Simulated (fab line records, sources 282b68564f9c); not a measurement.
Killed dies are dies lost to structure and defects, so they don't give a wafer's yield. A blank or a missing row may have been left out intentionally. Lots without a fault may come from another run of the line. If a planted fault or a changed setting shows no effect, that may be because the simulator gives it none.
fab line records | flow rit-cmos
record lots=14 wafers=42 last-day=7
route steps=202 shown FOX2@27 NRETRO@59 GATE@89 M1@202
lots with no fault: from the same line, run without faults
start-h: start of the lot's first displayed wafer, in hours after the record's first day | wait-h: how many hours have passed since the lot's step before this one | " same as the row above | L1.1+2: several wafers, shown together as one row | - value missing, or start not given | * or withheld: withheld | < > ~ a bound
route shown NAME@n: a module of which the file shows steps, and the number in the route of the first | usual: mean/standard deviation taken from wafers without a fault | same: alike in all rows | chamber/n: place in a boat | sites: per-site readings | _std_site: the standard deviation of these | _edge_site: outer sites' mean less inner sites' | radius-mm: for every site, how far away it sits from the centre of the wafer | mask NAME#n: copy n | behind: the most recent tool/chamber to have shaped the wafer | hold: why the lot was held/for how many hours/how that ended | device: whichever transistor did not switch (one of n, p or np) | end of line: the route-end tests of the same wafers | a step without rows: its recipe alone | killed: dies that structure and defects cost at the first sort, which is not the same as the wafer's yield | map: a wafer's dies, marking killed ones x, the rest . and places with no die _
set.NAME: setting as actually run; set.NAME@STEP: the setting as run at that earlier step | model.NAME: the simulator's own value behind a step, which no gauge read
a sample of lots followed through the steps of the route, with each step as a table and each wafer as a row
services: from which hour (start-h, from the record's first day; less than 0 if before it) a tool's chamber was out of use, for how many hours, and why
## steps
# step RIT_FOX2_THK_MEAS_90
# recipe reads=SiO2_of_FOX2_OXIDATION_00
# usual FIELD_OXIDE_LEFT_1_THK=324/6.5
# columns lot.wafer tool chamber start-h wait-h FIELD_OXIDE_LEFT_1_THK[nm]
L999.4 film-metro-01 - 20.99 0.0 333
L999.5 " - " " 325
L999.6 " - " " 333
L101.3 film-metro-04 - 30.84 0.0 327
L101.5 " - " " 328
L101.6 " - " " 328
L102.2 film-metro-04 - 35.66 0.0 317
L102.4 " - " " 325
L102.5 " - " " 322
L103.1 film-metro-04 - 41.20 0.0 322
L103.2 " - " " 315
L103.4 " - " " 318
L104.1 film-metro-04 - 46.51 0.0 326
L104.2 " - " " 327
L104.4 " - " " 322
L105.3 film-metro-03 - 51.55 0.0 327
L105.5 " - " " 320
L105.6 " - " " 326
L106.3 film-metro-04 - 61.01 0.0 322
L106.5 " - " " 321
L106.6 " - " " 320
L107.2 film-metro-04 - 64.34 0.0 327
L107.4 " - " " 326
L107.6 " - " " 320
L108.2 film-metro-03 - 66.60 0.0 319
L108.5 " - " " 316
L108.6 " - " " 317
L109.2 film-metro-03 - 73.07 0.0 329
L109.3 " - " " 322
L109.4 " - " " 323
L112.2 film-metro-03 - 86.80 0.0 329
L112.3 " - " " 330
L112.6 " - " " 330
L113.1 film-metro-04 - 91.50 0.0 320
L113.3 " - " " 319
L113.4 " - " " 324
L120.2 film-metro-03 - 126.44 0.0 334
L120.5 " - " " 336
L120.6 " - " " 330
L121.1 film-metro-03 - 131.62 0.0 322
L121.3 " - " " 322
L121.6 " - " " 317
# step RIT_NRETRO_OVL_MEAS_06
# usual NRETRO_OVL=0.7/1.5
# columns lot.wafer tool chamber start-h wait-h NRETRO_OVL[nm]
L999.4 overlay-01 - 30.82 - 3.5
L999.5 " - " " 2.4
L999.6 " - " " 1.0
L101.3 overlay-01 - 42.06 - 0.8
L101.5 " - " " 0.2
L101.6 " - " " 0.7
L102.2 overlay-01 - 46.34 - 0.5
L102.4 " - " " -1.3
L102.5 " - " " -0.7
L103.1 overlay-01 - 51.55 - 0.0
L103.2 " - " " -0.3
L103.4 " - " " 0.0
L104.1 overlay-01 - 56.79 - 2.9
L104.2 " - " " 0.0
L104.4 " - " " 1.5
L105.3 overlay-01 - 62.26 - -1.5
L105.5 " - " " 0.1
L105.6 " - " " 1.9
L106.3 overlay-01 - 70.61 - -0.1
L106.5 " - " " 1.3
L106.6 " - " " 2.0
L107.2 overlay-01 - 74.58 - 0.1
L107.4 " - " " 1.3
L107.6 " - " " 1.1
L108.2 overlay-01 - 78.39 - 1.7
L108.5 " - " " 1.3
L108.6 " - " " 0.5
L109.2 overlay-01 - 83.85 - -0.3
L109.3 " - " " 1.5
L109.4 " - " " 1.8
L112.2 overlay-02 - 97.01 - 1.7
L112.3 " - " " 1.3
L112.6 " - " " 3.0
L113.1 overlay-01 - 101.97 - -0.5
L113.3 " - " " 0.1
L113.4 " - " " -0.5
L120.2 overlay-02 - 135.93 - 4.6
L120.5 " - " " 2.9
L120.6 " - " " 2.4
L121.1 overlay-01 - 141.06 - 3.6
L121.3 " - " " 1.6
L121.6 " - " " 0.4
# step RIT_GATE_EXPOSE_13
# recipe mask-id=M6 na=0.6 source-shape=conventional sigma-outer=0.6 target-cd-nm=150 dose-mj=380
# usual exposure-dose-mJ-cm2=379.9/0.35
# same sigma-outer=0.6
# columns lot.wafer tool chamber start-h wait-h mask exposure-dose-mJ-cm2
L999.4 iline-stepper-01 0 42.83 0.1 M6#0 379.9
L999.5 " 0 " " M6#0 380.1
L999.6 " 0 " " M6#0 380.1
L101.3 iline-stepper-02 0 49.50 0.2 M6#0 380.0
L101.5 " 0 " " M6#0 380.3
L101.6 " 0 " " M6#0 380.1
L102.2 iline-stepper-01 0 55.70 0.2 M6#0 379.5
L102.4 " 0 " " M6#0 379.7
L102.5 " 0 " " M6#0 380.3
L103.1 iline-stepper-01 0 62.59 0.1 M6#0 379.4
L103.2 " 0 " " M6#0 379.8
L103.4 " 0 " " M6#0 380.1
L104.1 iline-stepper-02 0 65.90 0.2 M6#0 380.2
L104.2 " 0 " " M6#0 381.1
L104.4 " 0 " " M6#0 380.0
L105.3 iline-stepper-01 0 73.22 0.2 M6#0 380.2
L105.5 " 0 " " M6#0 380.4
L105.6 " 0 " " M6#0 380.1
L106.3 iline-stepper-02 0 79.86 0.2 M6#0 379.9
L106.5 " 0 " " M6#0 380.1
L106.6 " 0 " " M6#0 379.6
L107.2 iline-stepper-01 0 81.67 0.2 M6#0 380.3
L107.4 " 0 " " M6#0 380.0
L107.6 " 0 " " M6#0 380.2
L108.2 iline-stepper-02 0 86.71 0.2 M6#0 379.7
L108.5 " 0 " " M6#0 379.3
L108.6 " 0 " " M6#0 379.4
L109.2 iline-stepper-02 0 93.17 0.1 M6#0 379.6
L109.3 " 0 " " M6#0 379.8
L109.4 " 0 " " M6#0 379.9
L112.2 iline-stepper-02 0 103.92 0.1 M6#0 380.2
L112.3 " 0 " " M6#0 380.5
L112.6 " 0 " " M6#0 379.8
L113.1 iline-stepper-02 0 111.14 0.1 M6#0 379.6
L113.3 " 0 " " M6#0 380.4
L113.4 " 0 " " M6#0 380.0
L120.2 iline-stepper-01 0 144.14 0.2 M6#0 315.7
L120.5 " 0 " " M6#0 316.4
L120.6 " 0 " " M6#0 316.5
L121.1 iline-stepper-01 0 147.38 0.1 M6#0 328.9
L121.3 " 0 " " M6#0 329.1
L121.6 " 0 " " M6#0 328.7
# step RIT_GATE_CD_MEAS_16
# recipe target-cd-nm=150
# usual cd-nm=151.5/2
# columns lot.wafer tool chamber start-h wait-h cd-nm
L999.4 cd-sem-02 - 43.23 - 151.9
L999.5 " - " " 153.0
L999.6 " - " " 152.0
L101.3 cd-sem-02 - 49.90 - 152.3
L101.5 " - " " 152.3
L101.6 " - " " 150.3
L102.2 cd-sem-02 - 56.10 - 153.3
L102.4 " - " " 151.6
L102.5 " - " " 153.0
L103.1 cd-sem-02 - 62.99 - 153.3
L103.2 " - " " 151.3
L103.4 " - " " 151.9
L104.1 cd-sem-01 - 66.30 - 152.7
L104.2 " - " " 153.6
L104.4 " - " " 153.7
L105.3 cd-sem-01 - 73.71 - 151.5
L105.5 " - " " 154.6
L105.6 " - " " 153.3
L106.3 cd-sem-02 - 80.27 - 151.5
L106.5 " - " " 152.5
L106.6 " - " " 153.3
L107.2 cd-sem-02 - 82.07 - 152.0
L107.4 " - " " 152.7
L107.6 " - " " 151.3
L108.2 cd-sem-01 - 87.11 - 151.2
L108.5 " - " " 148.9
L108.6 " - " " 151.6
L109.2 cd-sem-01 - 93.57 - 146.9
L109.3 " - " " 149.1
L109.4 " - " " 149.6
L112.2 cd-sem-02 - 104.32 - 151.2
L112.3 " - " " 148.2
L112.6 " - " " 149.5
L113.1 cd-sem-02 - 111.54 - 149.8
L113.3 " - " " 148.0
L113.4 " - " " 146.2
L120.2 cd-sem-02 - 144.54 - 246.7
L120.5 " - " " 246.5
L120.6 " - " " 247.4
L121.1 cd-sem-01 - 147.78 - 228.6
L121.3 " - " " 226.0
L121.6 " - " " 228.5
# step RIT_GATE_STRIP_20
# recipe chemistry=O2 time-s=180 resist=NOVOLAK platen-temp-c=withheld power-w=500 pressure-mtorr=4000 o2-flow-sccm=4000
# usual chamber-pressure-mTorr=4000/4 drypump-motor-current-A=5.2/0.59
# columns lot.wafer tool chamber start-h wait-h chamber-pressure-mTorr drypump-motor-current-A rf-hours-counter-h
L999.4 plasma-asher-02 0 43.65 0.1 4003 6.5 -
L999.5 " 1 " " 3997 4.9 -
L999.6 " 0 " " 4005 6.4 -
L101.3 plasma-asher-02 0 50.34 0.1 4000 6.5 -
L101.5 " 1 " " 4001 5.0 -
L101.6 " 0 " " 4000 6.5 -
L102.2 plasma-asher-02 1 56.50 0.1 3992 5.0 22
L102.4 " 0 " " 4000 6.5 -
L102.5 " 1 " " 4001 5.0 -
L103.1 plasma-asher-04 1 63.43 0.1 3999 5.2 49
L103.2 " 0 " " 4005 4.8 49
L103.4 " 1 " " 4000 5.2 -
L104.1 plasma-asher-04 1 66.71 0.1 4004 5.2 49
L104.2 " 0 " " 4000 4.8 49
L104.4 " 1 " " 3998 5.2 -
L105.3 plasma-asher-02 0 74.14 0.1 4001 6.5 -
L105.5 " 1 " " 3999 4.9 -
L105.6 " 0 " " 4002 6.5 -
L106.3 plasma-asher-02 0 80.71 0.1 4005 6.5 -
L106.5 " 0 " " 4004 6.4 -
L106.6 " 1 " " 4001 4.9 -
L107.2 plasma-asher-01 0 82.46 0.1 3996 5.3 36
L107.4 " 1 " " 3996 4.7 -
L107.6 " 0 " " 4007 5.3 -
L108.2 plasma-asher-01 0 87.54 0.1 4002 5.3 36
L108.5 " 0 " " 3994 5.3 -
L108.6 " 1 " " 4004 4.7 -
L109.2 plasma-asher-01 1 93.97 0.1 3996 4.7 37
L109.3 " 0 " " 4005 5.2 -
L109.4 " 1 " " 4003 4.7 -
L112.2 plasma-asher-04 1 104.71 0.1 4003 5.1 53
L112.3 " 0 " " 4003 4.8 -
L112.6 " 0 " " 4005 4.8 -
L113.1 plasma-asher-02 0 111.95 0.1 3995 6.5 28
L113.3 " 0 " " 3994 6.5 -
L113.4 " 1 " " 3995 5.0 -
L120.2 plasma-asher-04 0 144.94 0.1 3996 4.8 58
L120.5 " 1 " " 4000 5.2 -
L120.6 " 0 " " 4004 4.8 -
L121.1 plasma-asher-01 1 148.19 0.1 4001 4.7 3
L121.3 " 0 " " 3991 5.2 -
L121.6 " 0 " " 4003 5.3 -
# step RIT_M1_PROBE_99
# usual killed-at-front-end=6.6/3 killed-dies=6.6/3 killed-on-rim=1.8/1.4 killed-open=3.4/2 killed-short=3.2/2
# same gross-dies=264 killed_at_M0_to_M3=0 killed_at_M4_up=0 killed-at-back-side=0 killed-at-contacts=0 killed-at-other=0
# columns lot.wafer tool chamber start-h wait-h killed-at-front-end killed-dies killed-on-rim killed-open killed-short
L999.4 prober-01 - 63.58 0.2 5 5 3 3 2
L999.5 prober-01 - 63.63 0.2 8 8 1 6 2
L999.6 prober-01 - 63.68 0.2 12 12 3 6 6
L101.3 prober-01 - 72.52 0.2 9 9 1 5 4
L101.5 prober-01 - 72.62 0.2 8 8 0 5 3
L101.6 prober-01 - 72.67 0.2 5 5 3 1 4
L102.2 prober-02 - 78.75 0.1 13 13 3 7 6
L102.4 prober-02 - 78.85 0.2 7 7 2 4 3
L102.5 prober-02 - 78.90 0.2 4 4 1 4 0
L103.1 prober-01 - 83.20 0.1 4 4 0 2 2
L103.2 prober-01 - 83.25 0.1 9 9 1 5 4
L103.4 prober-01 - 83.35 0.2 5 5 2 3 2
L104.1 prober-02 - 88.04 0.1 10 10 2 3 7
L104.2 prober-02 - 88.09 0.1 5 5 1 2 3
L104.4 prober-02 - 88.19 0.2 12 12 5 8 4
L105.3 prober-01 - 94.47 0.2 5 5 1 2 3
L105.5 prober-01 - 94.57 0.2 4 4 1 3 1
L105.6 prober-01 - 94.62 0.2 12 12 3 7 5
L106.3 prober-02 - 101.40 0.2 6 6 0 5 1
L106.5 prober-02 - 101.50 0.2 4 4 1 0 4
L106.6 prober-02 - 101.55 0.2 8 8 3 4 4
L107.2 prober-01 - 105.42 0.1 6 6 1 4 2
L107.4 prober-01 - 105.52 0.2 6 6 0 1 5
L107.6 prober-01 - 105.62 0.2 4 4 2 1 3
L108.2 prober-02 - 108.87 0.1 3 3 2 2 1
L108.5 prober-02 - 109.02 0.2 4 4 3 1 3
L108.6 prober-02 - 109.07 0.2 6 6 2 1 5
L109.2 prober-01 - 114.86 0.1 9 9 3 4 5
L109.3 prober-01 - 114.91 0.2 2 2 0 2 0
L109.4 prober-01 - 114.96 0.2 8 8 1 6 2
L112.2 prober-01 - 126.31 0.1 7 7 3 3 4
L112.3 prober-01 - 126.36 0.2 5 5 1 3 2
L112.6 prober-01 - 126.51 0.2 8 8 2 4 4
L113.1 prober-02 - 133.28 0.1 3 3 1 1 2
L113.3 prober-02 - 133.38 0.2 2 2 1 2 0
L113.4 prober-02 - 133.43 0.2 11 11 3 8 3
L120.2 prober-01 - 165.85 0.1 264 264 70 2 2
L120.5 prober-01 - 166.00 0.2 264 264 70 1 2
L120.6 prober-01 - 166.05 0.2 264 264 70 1 3
L121.1 prober-02 - 170.07 0.1 264 264 70 5 9
L121.3 prober-02 - 170.17 0.2 264 264 70 4 6
L121.6 prober-02 - 170.32 0.2 264 264 70 1 3
# killed by level:class
L999.4 GATE:geometric-particle:open=2 REOX:geometric-particle:short=2 REOX:geometric-particle:open=1
L999.5 REOX:geometric-particle:open=3 FOX1:geometric-particle:short=2 FOX1:geometric-particle:open=1 FOX2:geometric-particle:open=1 GATE:geometric-particle:open=1
L999.6 GATE:geometric-particle:short=4 FOX1:geometric-particle:short=2 GATE:geometric-particle:open=2 SILICIDE:geometric-particle:open=2 FOX1:geometric-particle:open=1 FOX2:geometric-particle:open=1
L101.3 GATE:geometric-particle:short=3 GATE:geometric-particle:open=3 REOX:geometric-particle:open=1 SPACER:geometric-particle:open=1 SILICIDE:geometric-particle:short=1
L101.5 GATE:geometric-particle:open=3 GATE:geometric-particle:short=1 REOX:geometric-particle:open=1 SPACER:geometric-particle:short=1 SPACER:geometric-particle:open=1 SILICIDE:geometric-particle:short=1
L101.6 REOX:geometric-particle:short=2 GATE:geometric-particle:short=1 GATE:geometric-particle:open=1 SPACER:geometric-particle:short=1
L102.2 FOX1:geometric-particle:short=3 GATE:geometric-particle:open=3 FOX1:geometric-particle:open=1 FOX2:geometric-particle:open=1 FOX2:geometric-particle:short=1 REOX:geometric-particle:short=1 REOX:geometric-particle:open=1 SPACER:geometric-particle:open=1
L102.4 REOX:geometric-particle:open=2 FOX1:geometric-particle:open=1 GATE:geometric-particle:short=1 GATE:geometric-particle:open=1 REOX:geometric-particle:short=1 SPACER:geometric-particle:short=1
L102.5 GATE:geometric-particle:open=3 FOX1:geometric-particle:open=1
L103.1 GATE:geometric-particle:open=2 FOX1:geometric-particle:short=1 FOX2:geometric-particle:short=1
L103.2 GATE:geometric-particle:open=3 GATE:geometric-particle:short=2 SPACER:geometric-particle:open=2 FOX2:geometric-particle:short=1 REOX:geometric-particle:short=1
L103.4 GATE:geometric-particle:open=2 FOX2:geometric-particle:open=1 GATE:geometric-particle:short=1 REOX:geometric-particle:short=1
L104.1 GATE:geometric-particle:short=4 GATE:geometric-particle:open=2 FOX1:geometric-particle:open=1 FOX2:geometric-particle:short=1 SPACER:geometric-particle:short=1 SILICIDE:geometric-particle:short=1
L104.2 GATE:geometric-particle:short=2 FOX1:geometric-particle:short=1 GATE:geometric-particle:open=1 SILICIDE:geometric-particle:open=1
L104.4 REOX:geometric-particle:open=3 FOX1:geometric-particle:open=2 FOX1:geometric-particle:short=2 GATE:geometric-particle:short=1 GATE:geometric-particle:open=1 SPACER:geometric-particle:open=1 SPACER:geometric-particle:short=1 SILICIDE:geometric-particle:open=1
L105.3 GATE:geometric-particle:short=3 FOX1:geometric-particle:open=1 FOX2:geometric-particle:open=1
L105.5 FOX2:geometric-particle:open=1 GATE:geometric-particle:open=1 SPACER:geometric-particle:open=1 SILICIDE:geometric-particle:short=1
L105.6 FOX1:geometric-particle:open=3 GATE:geometric-particle:open=3 FOX1:geometric-particle:short=1 FOX2:geometric-particle:short=1 FOX2:geometric-particle:open=1 REOX:geometric-particle:short=1 SPACER:geometric-particle:short=1 SILICIDE:geometric-particle:short=1
L106.3 GATE:geometric-particle:open=3 GATE:geometric-particle:short=1 REOX:geometric-particle:open=1 SILICIDE:geometric-particle:open=1
L106.5 FOX1:geometric-particle:short=1 FOX2:geometric-particle:short=1 GATE:geometric-particle:short=1 SPACER:geometric-particle:short=1
L106.6 GATE:geometric-particle:open=3 FOX1:geometric-particle:short=2 GATE:geometric-particle:short=2 FOX1:geometric-particle:open=1
L107.2 GATE:geometric-particle:open=3 REOX:geometric-particle:short=1 SPACER:geometric-particle:short=1 SILICIDE:geometric-particle:open=1
L107.4 GATE:geometric-particle:short=4 FOX2:geometric-particle:open=1 REOX:geometric-particle:short=1
L107.6 SILICIDE:geometric-particle:short=2 FOX1:geometric-particle:open=1 GATE:geometric-particle:short=1
L108.2 GATE:geometric-particle:open=2 FOX1:geometric-particle:short=1
L108.5 GATE:geometric-particle:short=2 FOX2:geometric-particle:open=1 SPACER:geometric-particle:short=1
L108.6 FOX2:geometric-particle:short=2 FOX1:geometric-particle:short=1 GATE:geometric-particle:open=1 GATE:geometric-particle:short=1 REOX:geometric-particle:short=1
L109.2 GATE:geometric-particle:open=3 FOX1:geometric-particle:short=1 FOX2:geometric-particle:short=1 GATE:geometric-particle:short=1 SPACER:geometric-particle:short=1 SILICIDE:geometric-particle:short=1 SILICIDE:geometric-particle:open=1
L109.3 GATE:geometric-particle:open=1 REOX:geometric-particle:open=1
L109.4 GATE:geometric-particle:open=3 FOX1:geometric-particle:open=1 FOX2:geometric-particle:open=1 GATE:geometric-particle:short=1 REOX:geometric-particle:short=1 SPACER:geometric-particle:open=1
L112.2 SILICIDE:geometric-particle:short=2 FOX2:geometric-particle:open=1 FOX2:geometric-particle:short=1 GATE:geometric-particle:short=1 SPACER:geometric-particle:open=1 SILICIDE:geometric-particle:open=1
L112.3 GATE:geometric-particle:short=2 GATE:geometric-particle:open=1 SPACER:geometric-particle:open=1 SILICIDE:geometric-particle:open=1
L112.6 GATE:geometric-particle:open=2 SPACER:geometric-particle:short=2 SILICIDE:geometric-particle:open=2 REOX:geometric-particle:short=1 SILICIDE:geometric-particle:short=1
L113.1 GATE:geometric-particle:short=2 REOX:geometric-particle:open=1
L113.3 FOX1:geometric-particle:open=1 GATE:geometric-particle:open=1
L113.4 REOX:geometric-particle:open=3 FOX1:geometric-particle:open=2 GATE:geometric-particle:open=2 FOX1:geometric-particle:short=1 FOX2:geometric-particle:open=1 REOX:geometric-particle:short=1 SPACER:geometric-particle:short=1
L120.2 GATE:area-expose=260 FOX2:geometric-particle:short=1 GATE:geometric-particle:open=1 SILICIDE:geometric-particle:short=1 SILICIDE:geometric-particle:open=1
L120.5 GATE:area-expose=261 FOX1:geometric-particle:open=1 FOX2:geometric-particle:short=1 SPACER:geometric-particle:short=1
L120.6 GATE:area-expose=260 GATE:geometric-particle:short=2 FOX2:geometric-particle:short=1 FOX2:geometric-particle:open=1
L121.1 GATE:area-expose=250 GATE:geometric-particle:short=3 GATE:geometric-particle:open=3 REOX:geometric-particle:short=3 SPACER:geometric-particle:short=2 REOX:geometric-particle:open=1 SILICIDE:geometric-particle:open=1 SILICIDE:geometric-particle:short=1
L121.3 GATE:area-expose=254 GATE:geometric-particle:short=3 GATE:geometric-particle:open=2 FOX1:geometric-particle:short=1 REOX:geometric-particle:short=1 SPACER:geometric-particle:open=1 SPACER:geometric-particle:short=1 SILICIDE:geometric-particle:open=1
L121.6 GATE:area-expose=260 GATE:geometric-particle:short=2 REOX:geometric-particle:open=1 SPACER:geometric-particle:short=1
## services
# columns tool chamber start-h hours kind
iline-stepper-02 - 31.40 1.7 pm
iline-stepper-02 - 35.11 0.9 repair
iline-stepper-01 0 35.88 - calibration
plasma-asher-01 - 38.42 0.3 repair
iline-stepper-02 0 64.84 - calibration
iline-stepper-01 - 86.13 1.8 repair
plasma-asher-01 - 108.75 9.0 pm
plasma-asher-01 0 108.75 9.0 vent-cycle
plasma-asher-01 1 108.75 9.0 vent-cycle
plasma-asher-01 0 117.75 - clean
plasma-asher-01 1 117.75 - clean
iline-stepper-02 - 145.01 10.1 repair
iline-stepper-02 - 147.44 7.0 repair
## key
first-sign step=RIT_GATE_EXPOSE_13 reading=exposure-dose-mJ-cm2 direction=down sigmas=99+ usual=379.9 struck=322.5
effect step=RIT_GATE_CD_MEAS_16 reading=cd-nm direction=up sigmas=42 usual=151.5 struck=237.3 through=control-loop
effect step=RIT_M1_PROBE_99 reading=killed-at-front-end direction=up sigmas=87 usual=6.6 struck=264
more-kills-born-at RIT_GATE_EXPOSE_13@iline-stepper-01=1544
met-at RIT_GATE_EXPOSE_13
struck-lots L120,L121
later-rows-left-out L120.2,L120.5,L120.6,L121.1,L121.3,L121.6
tester-left-out L120,L121
loop-trim step=RIT_GATE_EXPOSE_13 setting=dose lots=L121
not-acting-at RIT_FOX2_THK_MEAS_90,RIT_NRETRO_OVL_MEAS_06,RIT_GATE_STRIP_20
onset-between 81.67 144.14
fault kind=process-parameter-drift tool=iline-stepper-01 chamber=- onset-h=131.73 steps=RIT_GATE_EXPOSE_13 channel=dose-mj offset=-63.598 shape=step acts-in=these-recipes-only stated=380
# tester-left-out: of these lots the tester's yield and bins aren't shown, on N5 and GAA mostly nor the transistor test; their killed dies are dies lost to structure and defects alone, not to doping, threshold or leakage, so they don't give the yield
# later-rows-left-out: the simulator's readings of these wafers behind a module that went badly wrong aren't trusted and aren't shown, but for the sort
# loop-trim: a control loop set the setting to another value than it would have without faults
